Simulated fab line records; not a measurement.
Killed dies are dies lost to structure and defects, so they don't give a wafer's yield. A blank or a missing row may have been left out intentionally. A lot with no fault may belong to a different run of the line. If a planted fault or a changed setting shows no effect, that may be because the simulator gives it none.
Check of tool commonality    flow berkeleyCmos170    Sample size 13 lots and 39 wafers

== WHY THIS WAS OPENED ==
Flagged at UCB170_GATE_CD_MEAS_12: reading cdNm, on 1 of 13 lots. No-fault wafers: 350.3 nm, standard deviation 1.3.
Rule: flag the lot when none of its wafers has a number, or when each of its wafers that has one lies beyond 4 standard deviations from that mean. The rest of the lots are taken to be sound.

lot   measured      on        cdNm (nm), wafer by wafer  flag
L272  day 7 11:26   cdSem-02  349.9 350.0 348.9          
L269  day 7 11:49   cdSem-01  348.9 347.9 348.7          
L271  day 7 12:01   cdSem-01  353.0 352.5 351.0          
L273  day 8 04:14   cdSem-02  350.8 349.7 350.5          
L275  day 8 17:40   cdSem-01  349.2 349.6 348.6          
L274  day 8 17:51   cdSem-02  349.2 348.6 349.7          
L276  day 8 17:58   cdSem-02  349.8 349.9 349.5          
L277  day 9 08:13   cdSem-01  377.1 377.8 377.0          FLAGGED
L278  day 9 08:17   cdSem-02  349.4 350.3 350.5          
L282  day 9 18:59   cdSem-02  350.8 351.1 351.5          
L292  day 12 00:59  cdSem-02  350.0 350.2 351.5          
L291  day 12 01:14  cdSem-01  349.2 347.1 348.8          
L290  day 12 08:43  cdSem-01  351.4 351.3 351.4          
On average the flagged lots' numbers are 377.3 nm, which is +27.0 nm against the usual, or +21 standard deviations.

== WHICH TOOL RAN EACH LOT ==
The record keeps 1 process step preceding the reading, out of 331 steps on the route. Cell contents, in order: the tool; ch with the chambers the sampled wafers went through; the start.
lot   flag     UCB170_GATE_EXPOSE_09
L272           krfScanner-01 ch 0, day 7 10:34
L269           krfScanner-01 ch 0, day 7 10:49
L271           krfScanner-01 ch 0, day 7 11:03
L273           krfScanner-02 ch 0, day 8 03:17
L275           krfScanner-02 ch 0, day 8 17:16
L274           krfScanner-01 ch 0, day 8 17:28
L276           krfScanner-01 ch 0, day 8 17:34
L277  FLAGGED  krfScanner-01 ch 0, day 9 07:35
L278           krfScanner-01 ch 0, day 9 07:43
L282           krfScanner-01 ch 0, day 9 18:23
L292           krfScanner-02 ch 0, day 12 00:35
L291           krfScanner-01 ch 0, day 12 00:49
L290           krfScanner-01 ch 0, day 12 08:05
What the steps here do:
- UCB170_GATE_EXPOSE_09: exposes mask POLY, target cd 350 nm.
- UCB170_GATE_CD_MEAS_12: target cd 350 nm.

== FLAGGED OVER TOTAL, TOOL BY TOOL (the gauges that took the reading come last) ==
step                    tool           lots run  flagged  share of the flagged lots  sound lots run after its first flagged lot
UCB170_GATE_EXPOSE_09   krfScanner-01  10        1        all                        4 (L278,L282,L291,L290)
UCB170_GATE_EXPOSE_09   krfScanner-02  3         0        none                       -
UCB170_GATE_CD_MEAS_12  cdSem-01       6         1        all                        2 (L291,L290)
UCB170_GATE_CD_MEAS_12  cdSem-02       7         0        none                       -

== WHAT IS ALLOWED BY THE TABLE ==
Table rows that saw every flagged lot: 2, namely krfScanner-01 at UCB170_GATE_EXPOSE_09 and cdSem-01 at UCB170_GATE_CD_MEAS_12.
- krfScanner-01 at UCB170_GATE_EXPOSE_09: 1 of its 10 lots flagged. Lots that were sound ran on it after the first flagged one (L278, L282, L291, L290); a persistent fault on the entire tool would not allow that.
- cdSem-01 at UCB170_GATE_CD_MEAS_12: 1 of its 6 lots flagged. Lots that were sound ran on it after the first flagged one (L291, L290); a persistent fault on the entire tool would not allow that.
None of the table's rows ran every flagged lot and, after the first, no sound lot.

== WHAT THE SIMULATOR HAD INSERTED ==
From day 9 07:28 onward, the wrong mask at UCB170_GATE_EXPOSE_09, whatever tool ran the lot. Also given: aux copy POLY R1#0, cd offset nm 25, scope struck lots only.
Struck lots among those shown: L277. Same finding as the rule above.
